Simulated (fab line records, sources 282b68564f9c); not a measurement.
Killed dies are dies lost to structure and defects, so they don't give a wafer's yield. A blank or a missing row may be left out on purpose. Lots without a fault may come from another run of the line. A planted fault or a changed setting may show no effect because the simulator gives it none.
Split-lot experiment | flow rit_cmos | 5 lots, 23 wafers read, on a route of 202 steps

THE SPLIT
At RIT_SILICIDE_SPUTTER_01 (material Ti, target thk 30 nm, time 240 s), the setting power_w was moved away from the recipe's 350 W on 10 of the 23 wafers read, by -8.5% to +5.3%. The other wafers ran this setting at the recipe's value.

FROM THE SPLIT TO THE READING: what the file shows between them, 1 step
- RIT_SILICIDE_RS_MEAS_02: measures by four-point-probe

THE READING
SILICIDE_TI_THK, in nm, at RIT_SILICIDE_THK_MEAS_03 (measures by xrf). Fault-free wafers of this fab line usually give 29.5 nm, standard deviation 0.45 nm.

wafer  | tool, chamber at the split | power_w as run, W | against the recipe | SILICIDE_TI_THK, nm | against lot-mates on the recipe
L078.1 | pvd_sputter-01, -          | 350               | recipe             | 30.1                | -
L078.5 | pvd_sputter-01, -          | 350               | recipe             | 29.9                | -
L078.6 | pvd_sputter-01, -          | 350               | recipe             | 30.0                | -
L079.1 | pvd_sputter-04, -          | 363.5             | +3.9%              | 30.5                | +1.1
L079.3 | pvd_sputter-04, -          | 350               | recipe             | 29.4                | -
L079.4 | pvd_sputter-04, -          | 363.5             | +3.9%              | 30.5                | +1.1
L079.5 | pvd_sputter-04, -          | 350               | recipe             | 29.3                | -
L079.6 | pvd_sputter-04, -          | 363.5             | +3.9%              | 30.9                | +1.5
L081.1 | pvd_sputter-04, -          | 350               | recipe             | 29.1                | -
L081.2 | pvd_sputter-04, -          | 350               | recipe             | 29.2                | -
L081.3 | pvd_sputter-04, -          | 320.4             | -8.5%              | 26.8                | -2.4
L081.5 | pvd_sputter-04, -          | 320.4             | -8.5%              | 26.7                | -2.5
L081.6 | pvd_sputter-04, -          | 350               | recipe             | 29.3                | -
L083.1 | pvd_sputter-04, -          | 350               | recipe             | 28.9                | -
L083.2 | pvd_sputter-04, -          | 350               | recipe             | 28.8                | -
L083.4 | pvd_sputter-04, -          | 368.7             | +5.3%              | 30.2                | +1.3
L083.5 | pvd_sputter-04, -          | 368.7             | +5.3%              | 30.2                | +1.3
L083.6 | pvd_sputter-04, -          | 368.7             | +5.3%              | 30.3                | +1.4
L085.1 | pvd_sputter-03, -          | 366.4             | +4.7%              | 30.7                | +1.4
L085.2 | pvd_sputter-03, -          | 350               | recipe             | 29.6                | -
L085.3 | pvd_sputter-03, -          | 366.4             | +4.7%              | 30.5                | +1.2
L085.4 | pvd_sputter-03, -          | 350               | recipe             | 29.2                | -
L085.5 | pvd_sputter-03, -          | 350               | recipe             | 29.2                | -

THE FIT
A straight line over all 23 wafers: SILICIDE_TI_THK changes by +0.27 nm for each +1% of power_w; r = +0.93; the points scatter about the line by 0.4 nm.
The same after taking each lot's own level away (the mean of its wafers on the recipe; 23 wafers): +0.285 nm for each +1%; r = +0.99; scatter 0.15 nm.
On that fit, the largest move of power_w shifts the reading by 2.4 nm.
The lots' own levels span 28.85 to 30.00 nm, that is 2.6 times the standard deviation above.
So the lot-to-lot level changes the slope little: the two slopes agree.
Check: with one of the wafers moved furthest among these (-8.5%) left out of the fit, the line predicts -2.42 nm for it against its lot-mates. It came out at -2.4 nm against them.

OTHER SPLITS ON THESE WAFERS
These wafers also went through other splits before the reading. Each is held against what the fit with the lots' levels taken away leaves over:
other split on the same wafers   | wafers away from the commonest value | r with SILICIDE_TI_THK (lot level and that fit taken away)
RIT_GATE_CLEAN_02 time_s         | 15                                   | +0.30
RIT_GATE_EXPOSE_13 dose_mj       | 4                                    | +0.03
RIT_GATE_ETCH_19 rf_w            | 6                                    | +0.09
RIT_REOX_CLEAN_01 time_s         | 10                                   | +0.14
RIT_NLDD_IMPLANT_08 energy_kev   | 6                                    | +0.03
RIT_SPACER_CVD_03 pressure_mtorr | 18                                   | -0.29
RIT_NSD_COAT_01 spin_rpm         | 8                                    | +0.07

THE WHOLE CHAIN: every reading that the file lists as answering this split, in the file's order
step                     | what it does                              | reading                                                                           | change (the file's fit)               | r (the file's)
RIT_SILICIDE_SPUTTER_01  | material Ti, target thk 30 nm, time 240 s | Ti_of_SILICIDE_SPUTTER_01.thk_nm (the simulator's own value, which no gauge read) | +0.291 nm for each +1% of the setting | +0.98
RIT_SILICIDE_RS_MEAS_02  | measures by four-point-probe              | SILICIDE_TI_RS                                                                    | -0.608 for each +1% of the setting    | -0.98
RIT_SILICIDE_THK_MEAS_03 | measures by xrf                           | SILICIDE_TI_THK                                                                   | +0.286 for each +1% of the setting    | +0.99

THE FILE'S OWN FIT
SILICIDE_TI_THK changes by +0.286 nm for each +1% of power_w, r = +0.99.
